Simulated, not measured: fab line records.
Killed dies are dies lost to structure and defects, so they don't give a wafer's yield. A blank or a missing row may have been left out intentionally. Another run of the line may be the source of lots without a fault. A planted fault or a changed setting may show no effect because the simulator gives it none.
fab line records | flow berkeley-cmos170 | part 2 of 2: steps 29 to 40 of 40
record: lots: 5 | wafers: 15 | last-day: 13
route steps=331 shown M1@244 V1@254 M2@271
lots with no fault: from the same line, run without faults
start-h: hours from the record's first day to the start of the lot's first wafer shown | wait-h: how many hours have passed since the lot's step before this one | " unchanged from the row above | L1.1+2: several wafers, shown together as one row | - either no value or no given start | * or withheld: withheld | < > ~ a bound
route shown NAME@n: names a module that has steps shown in the file, with the first one's number in the route | usual: the fault-free wafers' mean and standard deviation | same: alike in all rows | chamber/n: place in a boat | sites: per-site readings | _std_site: the standard deviation of these | _edge_site: outer sites' mean less inner sites' | radius-mm: for every site, how far away it sits from the centre of the wafer | mask NAME#n: copy n | behind: the last tool/chamber to shape the wafer | hold: why the lot was held/for how many hours/how that ended | device: whichever transistor did not switch (one of n, p or np) | end of line: at the end of the route, the tests of the same wafers | a step without rows: its recipe alone | killed: count of dies lost to structure and defects at first sort (not the wafer's yield) | map: shows each die of a wafer: x if killed, . if not, _ if none is there
set.NAME: setting as actually run; set.NAME@STEP: the setting as run at that earlier step | model.NAME: the simulator's own value behind a step, which no gauge read
certain route steps with their lots: each step a table, each wafer a row
services: from which hour (start-h, from the record's first day; less than 0 if before it) a tool's chamber was out of use, for how many hours, and why
== steps ==
step: UCB170_M2_SPUTTER_01
recipe: material: Al | target-thk-nm: 900 | time-s: 120 | power-w: 6000 | chamber-pressure-pa: 0.5
usual: throttle-valve-pct: 29.7/1
lot.wafer | tool           | chamber | start-h | wait-h | throttle-valve-pct
L083.3    | pvd-sputter-01 | -       | 229.89  | 0.0    | 31.3
L083.4    | "              | -       | "       | "      | 31.4
L083.5    | "              | -       | "       | "      | 31.2
L086.2    | pvd-sputter-02 | -       | 254.59  | 0.0    | 30.0
L086.5    | "              | -       | "       | "      | 29.7
L086.6    | "              | -       | "       | "      | 28.9
L088.1    | pvd-sputter-04 | -       | 256.31  | 0.0    | 29.4
L088.5    | "              | -       | "       | "      | 29.2
L088.6    | "              | -       | "       | "      | 28.7
L091.1    | pvd-sputter-02 | -       | 268.74  | 0.0    | 29.6
L091.3    | "              | -       | "       | "      | 29.9
L091.5    | "              | -       | "       | "      | 29.0
L094.3    | pvd-sputter-02 | -       | 297.76  | 0.0    | 29.5
L094.4    | "              | -       | "       | "      | 30.0
L094.6    | "              | -       | "       | "      | 29.9
step: UCB170_M2_RS_MEAS_02
recipe: thk-meas-gauge: four-point-probe | reads: Al_of_M2_SPUTTER_01
usual: M2_AL_RS: 0.0323/0.00056
lot.wafer | tool          | chamber | start-h | wait-h | M2_AL_RS[ohm/sq]
L083.3    | film-metro-02 | -       | 230.01  | 0.1    | 0.0324
L083.4    | "             | -       | "       | "      | 0.0325
L083.5    | "             | -       | "       | "      | 0.0324
L086.2    | film-metro-03 | -       | 254.72  | 0.1    | 0.0330
L086.5    | "             | -       | "       | "      | 0.0330
L086.6    | "             | -       | "       | "      | 0.0323
L088.1    | film-metro-02 | -       | 256.39  | 0.0    | 0.0317
L088.5    | "             | -       | "       | "      | 0.0318
L088.6    | "             | -       | "       | "      | 0.0319
L091.1    | film-metro-03 | -       | 268.82  | 0.0    | 0.0320
L091.3    | "             | -       | "       | "      | 0.0320
L091.5    | "             | -       | "       | "      | 0.0316
L094.3    | film-metro-04 | -       | 297.88  | 0.1    | 0.0326
L094.4    | "             | -       | "       | "      | 0.0322
L094.6    | "             | -       | "       | "      | 0.0331
step: UCB170_M2_THK_MEAS_03
recipe: thk-meas-gauge: xrf | reads: Al_of_M2_SPUTTER_01
usual: M2_AL_THK: 880/18
lot.wafer | tool          | chamber | start-h | wait-h | M2_AL_THK[nm]
L083.3    | film-metro-02 | -       | 230.11  | 0.1    | 890
L083.4    | "             | -       | "       | "      | 890
L083.5    | "             | -       | "       | "      | 888
L086.2    | film-metro-03 | -       | 254.83  | 0.1    | 854
L086.5    | "             | -       | "       | "      | 859
L086.6    | "             | -       | "       | "      | 873
L088.1    | film-metro-02 | -       | 256.51  | 0.1    | 905
L088.5    | "             | -       | "       | "      | 906
L088.6    | "             | -       | "       | "      | 902
L091.1    | film-metro-03 | -       | 268.94  | 0.1    | 880
L091.3    | "             | -       | "       | "      | 881
L091.5    | "             | -       | "       | "      | 894
L094.3    | film-metro-04 | -       | 297.98  | 0.1    | 879
L094.4    | "             | -       | "       | "      | 884
L094.6    | "             | -       | "       | "      | 863
step: UCB170_M2_HMDS_04
recipe: prime-time-s: 60 | prime-temp-c: 100
usual: prime-temp-c: 99.99/0.14
lot.wafer | tool           | chamber | start-h | wait-h | prime-temp-c
L083.3    | litho-track-03 | 0       | 230.31  | 0.2    | 99.98
L083.4    | "              | 0       | "       | "      | 100.18
L083.5    | "              | 0       | "       | "      | 100.33
L086.2    | litho-track-01 | 0       | 254.90  | 0.1    | 99.88
L086.5    | "              | 0       | "       | "      | 99.76
L086.6    | "              | 0       | "       | "      | 99.66
L088.1    | litho-track-01 | 0       | 256.57  | 0.1    | 100.18
L088.5    | "              | 0       | "       | "      | 99.97
L088.6    | "              | 0       | "       | "      | 99.95
L091.1    | litho-track-03 | 0       | 269.00  | 0.1    | 99.98
L091.3    | "              | 0       | "       | "      | 99.66
L091.5    | "              | 0       | "       | "      | 99.93
L094.3    | litho-track-01 | 0       | 298.23  | 0.2    | 99.84
L094.4    | "              | 0       | "       | "      | 99.99
L094.6    | "              | 0       | "       | "      | 99.86
step: UCB170_M2_COAT_05
recipe: resist: KrF | spin-rpm: 1500 | resist-thk-nm: 900
lot.wafer  | tool           | chamber | start-h | wait-h
L083.3+4+5 | litho-track-03 | 0       | 230.46  | 0.1
L086.2+5+6 | litho-track-01 | 0       | 255.05  | 0.1
L088.1+5+6 | litho-track-01 | 0       | 256.72  | 0.1
L091.1+3+5 | litho-track-03 | 0       | 269.15  | 0.1
L094.3+4+6 | litho-track-01 | 0       | 298.38  | 0.1
step: UCB170_M2_SOFTBAKE_06
recipe: resist: KrF | temp-c: 130 | time-s: 60
lot.wafer  | tool           | chamber | start-h | wait-h
L083.3+4+5 | litho-track-03 | 0       | 230.61  | 0.1
L086.2+5+6 | litho-track-01 | 0       | 255.20  | 0.1
L088.1+5+6 | litho-track-01 | 0       | 256.87  | 0.1
L091.1+3+5 | litho-track-03 | 0       | 269.30  | 0.1
L094.3+4+6 | litho-track-01 | 0       | 298.53  | 0.1
step: UCB170_M2_STRIP_07
recipe: chemistry: O2 | power-w: 400 | pressure-mtorr: 3500 | platen-temp-c: withheld | o2-flow-sccm: 400 | overash-fraction: 0.5
usual: chamber-pressure-mTorr: 3500/3.4 | drypump-motor-current-A: 5.7/0.32 | oes-product-au: 0.734/0.0043 | strip-time-to-endpoint-s: 21.97/0.077
lot.wafer | tool            | chamber | start-h | wait-h | chamber-pressure-mTorr | drypump-motor-current-A | oes-product-au | rf-hours-counter-h | strip-time-to-endpoint-s
L083.3    | plasma-asher-02 | 0       | 230.75  | 0.1    | 3500                   | 5.9                     | 0.736          | -                  | 22.08
L083.4    | "               | 1       | "       | "      | 3495                   | 5.3                     | 0.738          | -                  | 22.02
L083.5    | "               | 0       | "       | "      | 3497                   | 5.8                     | 0.728          | -                  | 22.09
L086.2    | plasma-asher-02 | 0       | 255.33  | 0.1    | 3499                   | 5.8                     | 0.739          | 56                 | 21.94
L086.5    | "               | 0       | "       | "      | 3496                   | 5.8                     | 0.730          | -                  | 21.96
L086.6    | "               | 1       | "       | "      | 3502                   | 5.3                     | 0.739          | -                  | 21.99
L088.1    | plasma-asher-01 | 1       | 257.02  | 0.1    | 3494                   | 5.4                     | 0.735          | 48                 | 21.96
L088.5    | "               | 1       | "       | "      | 3498                   | 5.4                     | 0.734          | -                  | 21.96
L088.6    | "               | 0       | "       | "      | 3500                   | 6.1                     | 0.734          | -                  | 22.00
L091.1    | plasma-asher-02 | 0       | 269.45  | 0.1    | 3498                   | 5.8                     | 0.736          | 57                 | 22.10
L091.3    | "               | 1       | "       | "      | 3493                   | 5.3                     | 0.735          | -                  | 22.00
L091.5    | "               | 1       | "       | "      | 3501                   | 5.3                     | 0.736          | -                  | 22.02
L094.3    | plasma-asher-01 | 0       | 298.66  | 0.1    | 3502                   | 6.1                     | 0.726          | -                  | 21.88
L094.4    | "               | 1       | "       | "      | 3508                   | 5.4                     | 0.734          | -                  | 21.86
L094.6    | "               | 1       | "       | "      | 3499                   | 5.4                     | 0.729          | -                  | 21.89
step: UCB170_M2_STRIP_08
recipe: chemistry: DMSO | temp-c: 80 | time-s: 600 | material: KrF
lot.wafer  | tool         | chamber | start-h | wait-h
L083.3+4+5 | wet-bench-01 | 0       | 230.81  | 0.0
L086.2+5+6 | wet-bench-03 | 0       | 255.43  | 0.1
L088.1+5+6 | wet-bench-01 | 3       | 257.12  | 0.1
L091.1+3+5 | wet-bench-04 | 0       | 269.55  | 0.1
L094.3+4+6 | wet-bench-03 | 2       | 298.77  | 0.1
step: UCB170_M2_COAT_09
recipe: resist: BARC | temp-c: withheld | time-s: withheld | spin-rpm: 3000 | resist-thk-nm: withheld
lot.wafer  | tool           | chamber | start-h | wait-h
L083.3+4+5 | litho-track-04 | 0       | 231.04  | 0.1
L086.2+5+6 | litho-track-01 | 0       | 255.65  | 0.0
L088.1+5+6 | litho-track-04 | 0       | 257.32  | 0.0
L091.1+3+5 | litho-track-03 | 0       | 269.73  | 0.0
L094.3+4+6 | litho-track-03 | 0       | 299.47  | 0.5
step: UCB170_M2_COAT_10
recipe: resist: KrF | spin-rpm: 1500 | resist-thk-nm: 900
lot.wafer  | tool           | chamber | start-h | wait-h
L083.3+4+5 | litho-track-04 | 0       | -       | -
L086.2+5+6 | litho-track-01 | 0       | -       | -
L088.1+5+6 | litho-track-04 | 0       | -       | -
L091.1+3+5 | litho-track-03 | 0       | -       | -
L094.3+4+6 | litho-track-03 | 0       | -       | -
step: UCB170_M2_SOFTBAKE_11
recipe: resist: KrF | temp-c: 130 | time-s: 57.62
lot.wafer  | tool           | chamber | start-h | wait-h
L083.3+4+5 | litho-track-04 | 0       | -       | -
L086.2+5+6 | litho-track-01 | 0       | -       | -
L088.1+5+6 | litho-track-04 | 0       | -       | -
L091.1+3+5 | litho-track-03 | 0       | -       | -
L094.3+4+6 | litho-track-03 | 0       | -       | -
step: UCB170_M2_EXPOSE_12
recipe: mask-id: METAL2 | target-cd-nm: 700 | na: 0.5 | sigma-outer: 0.6 | source-shape: conventional | dose-mj: 26
lot.wafer  | tool           | chamber | start-h | wait-h | mask
L083.3+4+5 | krf-scanner-01 | 0       | 231.70  | -      | METAL2#0
L086.2+5+6 | krf-scanner-02 | 0       | 256.21  | -      | METAL2#0
L088.1+5+6 | krf-scanner-01 | 0       | 257.89  | -      | METAL2#0
L091.1+3+5 | krf-scanner-01 | 0       | 270.30  | -      | METAL2#0
L094.3+4+6 | krf-scanner-02 | 0       | 300.04  | -      | METAL2#0
== services ==
tool            | chamber | start-h | hours | kind
rie-metal-01    | 0       | 201.84  | 5.1   | repair
krf-scanner-01  | -       | 204.68  | 0.8   | pm
cmp-01          | -       | 207.72  | 1.7   | repair
krf-scanner-02  | -       | 211.01  | 1.0   | pm
rie-diel-02     | -       | 211.60  | 2.8   | pm
rie-metal-01    | 1       | 217.23  | 3.2   | repair
rie-diel-02     | 0       | 224.07  | 87.1  | repair
pecvd-04        | -       | 224.98  | 0.6   | repair
krf-scanner-01  | -       | 226.16  | 1.3   | pm
wet-bench-04    | -       | 229.40  | 1.9   | pm
pecvd-04        | -       | 232.70  | 14.6  | pm
cmp-02          | -       | 234.76  | 4.0   | pm
cmp-01          | -       | 238.76  | 5.5   | pm
cmp-02          | -       | 244.17  | 1.5   | repair
pvd-sputter-02  | -       | 246.36  | 1.5   | repair
plasma-asher-04 | -       | 250.51  | 2.0   | repair
krf-scanner-01  | -       | 254.96  | 0.3   | repair
rie-diel-01     | -       | 258.58  | 1.2   | repair
wet-bench-01    | -       | 263.51  | 2.1   | repair
rie-metal-03    | -       | 264.01  | 0.7   | repair
rie-diel-01     | 3       | 266.61  | 2.8   | repair
rie-metal-03    | -       | 270.73  | 2.8   | pm
krf-scanner-01  | -       | 278.14  | 1.0   | pm
rie-diel-02     | -       | 282.30  | 1.3   | repair
